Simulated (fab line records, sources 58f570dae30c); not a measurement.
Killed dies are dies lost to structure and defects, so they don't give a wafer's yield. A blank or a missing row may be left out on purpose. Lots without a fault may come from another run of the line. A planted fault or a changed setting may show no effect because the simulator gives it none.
Split-lot experiment | flow berkeley_cmos170 | 5 lots, 23 wafers read, on a route of 331 steps

THE SPLIT
At UCB170_PVT_COAT_01 (resist thk 900 nm), the setting resist_thk_nm was moved away from the recipe's 900 nm on 7 of the 23 wafers read, by -3.6% to +4.6%. The other wafers ran this setting at the recipe's value.

The reading is taken at the split's own step.

THE READING
KrF_of_PVT_COAT_01.thk_nm (the simulator's own value, which no gauge read), in nm, at UCB170_PVT_COAT_01 (resist thk 900 nm). The file gives no usual value for it. The 16 wafers here that ran the recipe average 901.0 nm, standard deviation 2.6 nm.

wafer  | tool, chamber at the split | resist_thk_nm as run, nm | against the recipe | KrF_of_PVT_COAT_01.thk_nm, nm | against lot-mates on the recipe
L077.1 | litho_track-02, 0          | 900                      | recipe             | 897.9                         | -
L077.2 | litho_track-02, 0          | 900                      | recipe             | 897.6                         | -
L077.4 | litho_track-02, 0          | 941.6                    | +4.6%              | 938.2                         | +41.1
L077.5 | litho_track-02, 0          | 941.6                    | +4.6%              | 938.3                         | +41.2
L077.6 | litho_track-02, 0          | 900                      | recipe             | 895.7                         | -
L081.1 | litho_track-04, 0          | 900                      | recipe             | 904.9                         | -
L081.2 | litho_track-04, 0          | 900                      | recipe             | 902.1                         | -
L081.6 | litho_track-04, 0          | 900                      | recipe             | 904.6                         | -
L084.1 | litho_track-01, 0          | 900                      | recipe             | 899.9                         | -
L084.3 | litho_track-01, 0          | 900                      | recipe             | 903.8                         | -
L084.4 | litho_track-01, 0          | 900                      | recipe             | 901.9                         | -
L084.5 | litho_track-01, 0          | 900                      | recipe             | 899.3                         | -
L084.6 | litho_track-01, 0          | 900                      | recipe             | 899.1                         | -
L085.1 | litho_track-04, 0          | 900                      | recipe             | 900.6                         | -
L085.2 | litho_track-04, 0          | 868.2                    | -3.5%              | 872.6                         | -29.6
L085.4 | litho_track-04, 0          | 868.2                    | -3.5%              | 873.1                         | -29.1
L085.5 | litho_track-04, 0          | 868.2                    | -3.5%              | 873                           | -29.2
L085.6 | litho_track-04, 0          | 900                      | recipe             | 903.7                         | -
L082.1 | litho_track-01, 0          | 900                      | recipe             | 901.2                         | -
L082.6 | litho_track-01, 0          | 900                      | recipe             | 901.2                         | -
L082.2 | litho_track-01, 0          | 867.5                    | -3.6%              | 867.5                         | -34.1
L082.4 | litho_track-01, 0          | 900                      | recipe             | 902.4                         | -
L082.5 | litho_track-01, 0          | 867.5                    | -3.6%              | 869.5                         | -32.1

THE FIT
A straight line over all 23 wafers: KrF_of_PVT_COAT_01.thk_nm changes by +8.24 nm for each +1% of resist_thk_nm; r = +0.99; the points scatter about the line by 2.4 nm.
The same after taking each lot's own level away (the mean of its wafers on the recipe; 23 wafers): +8.76 nm for each +1%; r = +1.00; scatter 1.5 nm.
On that fit, the largest move of resist_thk_nm shifts the reading by 41 nm.
The lots' own levels span 897.07 to 903.87 nm, that is 2.7 times the standard deviation above.
So the lot-to-lot level changes the slope little: the two slopes agree.
Check: with one of the wafers moved furthest among these (+4.6%) left out of the fit, the line predicts +40.5 nm for it against its lot-mates. It came out at +41.1 nm against them.

OTHER SPLITS ON THESE WAFERS
These wafers also went through other splits before the reading. Each is held against what the fit with the lots' levels taken away leaves over:
other split on the same wafers      | wafers away from the commonest value | r with KrF_of_PVT_COAT_01.thk_nm (lot level and that fit taken away)
UCB170_START_OXIDATION_02 ox_time_s | 10                                   | +0.21
UCB170_NWELL_IMPLANT_14 energy_kev  | 5                                    | +0.22
UCB170_PWELL_CVD_05 time_s          | 18                                   | -0.32

THE WHOLE CHAIN: every reading that the file lists as answering this split, in the file's order
step                | what it does      | reading                                                                    | change (the file's fit)              | r (the file's)
UCB170_PVT_COAT_01  | resist thk 900 nm | KrF_of_PVT_COAT_01.thk_nm (the simulator's own value, which no gauge read) | +8.81 nm for each +1% of the setting | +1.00
UCB170_PVT_STRIP_08 | strips in O2      | strip_time_to_endpoint_s                                                   | withheld for each +1% of the setting | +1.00

THE FILE'S OWN FIT
KrF_of_PVT_COAT_01.thk_nm changes by +8.81 nm for each +1% of resist_thk_nm, r = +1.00.
